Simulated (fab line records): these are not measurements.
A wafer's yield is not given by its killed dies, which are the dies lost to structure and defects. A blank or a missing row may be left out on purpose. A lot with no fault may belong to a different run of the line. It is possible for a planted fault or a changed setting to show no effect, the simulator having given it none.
What tool caused it?    flow rit_cmos    42 wafers from 14 lots sampled at 3 of the route's 202 steps

WHAT EACH GAUGE READ, for each wafer
RIT_NWELL_TW_MEAS_10. Usual: for NWELL_TW the level is 2134 and the standard deviation is 12.
lot   measured     on             NWELL_TW        flag
L358  day 1 21:22  film_metro-02  2146 2140 2151  
L359  day 2 01:55  film_metro-03  2148 2144 2136  
L360  day 2 08:50  film_metro-03  2149 2145 2153  
L361  day 2 13:26  film_metro-03  2143 2150 2135  
L362  day 2 18:35  film_metro-03  2146 2140 2152  
L363  day 2 22:25  film_metro-02  2132 2137 2133  
L370  day 4 12:56  film_metro-02  2316 2319 2320  OFF
L372  day 4 21:36  film_metro-03  2331 2326 2335  OFF
L374  day 5 06:35  film_metro-04  2112 2137 2132  
L375  day 5 10:01  film_metro-04  2136 2130 2133  
L376  day 5 15:31  film_metro-03  2145 2138 2131  
L378  day 6 00:50  film_metro-04  2119 2100 2112  
L379  day 6 08:22  film_metro-04  2108 2104 2114  
L381  day 6 17:12  film_metro-03  2142 2134 2142  

RIT_WELLDRIVE_RS_MEAS_01: measurement is done with a four-point probe. Usual: for NWELL_RS the level is 276.0 ohm/sq and the standard deviation is 0.7.
lot   measured     on             NWELL_RS (ohm/sq)  flag
L358  day 2 04:29  film_metro-03  275.6 275.5 275.4  
L359  day 2 08:41  film_metro-02  275.9 276.4 276.0  
L360  day 2 15:49  film_metro-04  276.4 275.5 275.5  
L361  day 2 21:05  film_metro-02  275.7 275.1 275.7  
L362  day 3 01:25  film_metro-04  274.0 274.9 274.2  
L363  day 3 05:25  film_metro-04  275.6 277.1 276.0  
L370  day 4 19:49  film_metro-02  236.8 237.1 236.5  OFF
L372  day 5 04:40  film_metro-04  234.8 235.1 234.9  OFF
L374  day 5 13:17  film_metro-04  276.2 276.1 276.3  
L375  day 5 16:43  film_metro-04  276.1 276.2 276.2  
L376  day 5 22:31  film_metro-04  276.0 276.1 275.8  
L378  day 6 07:34  film_metro-02  276.6 277.1 277.3  
L379  day 6 15:04  film_metro-04  276.8 276.0 277.0  
L381  day 7 00:05  film_metro-02  277.1 276.4 276.4  

WHICH TOOL RAN EACH LOT (tool, then ch and the chambers of the sampled wafers, then the start)
lot   RIT_NWELL_IMPLANT_08
L358  implanter-04 ch 0, day 1 21:04
L359  implanter-01 ch 0, day 2 01:35
L360  implanter-03 ch 0, day 2 08:30
L361  implanter-04 ch 0, day 2 13:07
L362  implanter-01 ch 0, day 2 18:16
L363  implanter-03 ch 0, day 2 22:06
L370  implanter-03 ch 0, day 4 12:36
L372  implanter-03 ch 0, day 4 21:19
L374  implanter-01 ch 0, day 5 06:16
L375  implanter-01 ch 0, day 5 09:42
L376  implanter-01 ch 0, day 5 15:13
L378  implanter-01 ch 0, day 6 00:31
L379  implanter-04 ch 0, day 6 08:02
L381  implanter-01 ch 0, day 6 16:55
- RIT_NWELL_IMPLANT_08

AS READ BY THE TOOLS THEMSELVES (means over the sampled wafers that have a number; for cases with no such wafer, the mark the record gives instead)
RIT_NWELL_IMPLANT_08. Usual: dose_ions_cm2 5e+13, standard deviation 5.4e+10; faraday_current_uA 159, standard deviation 3.2.
lot   tool          dose_ions_cm2  faraday_current_uA  flag
L358  implanter-04  5e+13          159                 
L359  implanter-01  5e+13          160                 
L360  implanter-03  5e+13          159                 
L361  implanter-04  5e+13          162                 
L362  implanter-01  5e+13          158                 
L363  implanter-03  5e+13          159                 
L370  implanter-03  7e+13          206                 OFF
L372  implanter-03  6e+13          207                 OFF
L374  implanter-01  5e+13          157                 
L375  implanter-01  5e+13          158                 
L376  implanter-01  5e+13          160                 
L378  implanter-01  5e+13          162                 
L379  implanter-04  5e+13          159                 
L381  implanter-01  5e+13          159                 

THE ANSWER, worked out from the rows above alone
Rule: lot off if the mean of its wafers having a number is beyond 3 standard deviations from the usual mean. Also off: a lot with no number at a reading for which 4 or more lots have one. Where the step has rows for the other lots, those lots are counted as sound. After the gauges, taken in route order, come the tools' own readings; for these a lot's mean is taken, as printed above. The first step at which some lot is off is used, and at that step the reading that is off furthest; a lot without a number counts as furthest.
Off: L370, L372, seen at RIT_NWELL_TW_MEAS_10 (NWELL_TW).
If a tool, at a process step before that reading, ran all the lots that are off and no sound lot after the first of them, it fits. The gauges at RIT_NWELL_TW_MEAS_10 aren't tried: what is off there is off at RIT_NWELL_IMPLANT_08 too, on other tools, and a gauge's error can't cause that. One fits: implanter-03 at RIT_NWELL_IMPLANT_08. A fault onset in the window from L363 (day 2 22:06, its last sound lot) to L370 (day 4 12:36, its first lot off) fits.
The tool's own readings at RIT_NWELL_IMPLANT_08 bear it out: on the lots that are off they differ by more than 5 times the standard deviation of the sound lots' means. dose_ions_cm2 reads 6e+13 there against 5e+13 on the sound lots; faraday_current_uA reads 206 there against 159 on the sound lots.

WHAT WAS PUT IN BY THE SIMULATOR
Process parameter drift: implanter-03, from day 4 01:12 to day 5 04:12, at RIT_NWELL_IMPLANT_08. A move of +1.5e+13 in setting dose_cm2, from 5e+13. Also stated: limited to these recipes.
Shown lots that were struck: L370, L372. The rule above reached the same finding.
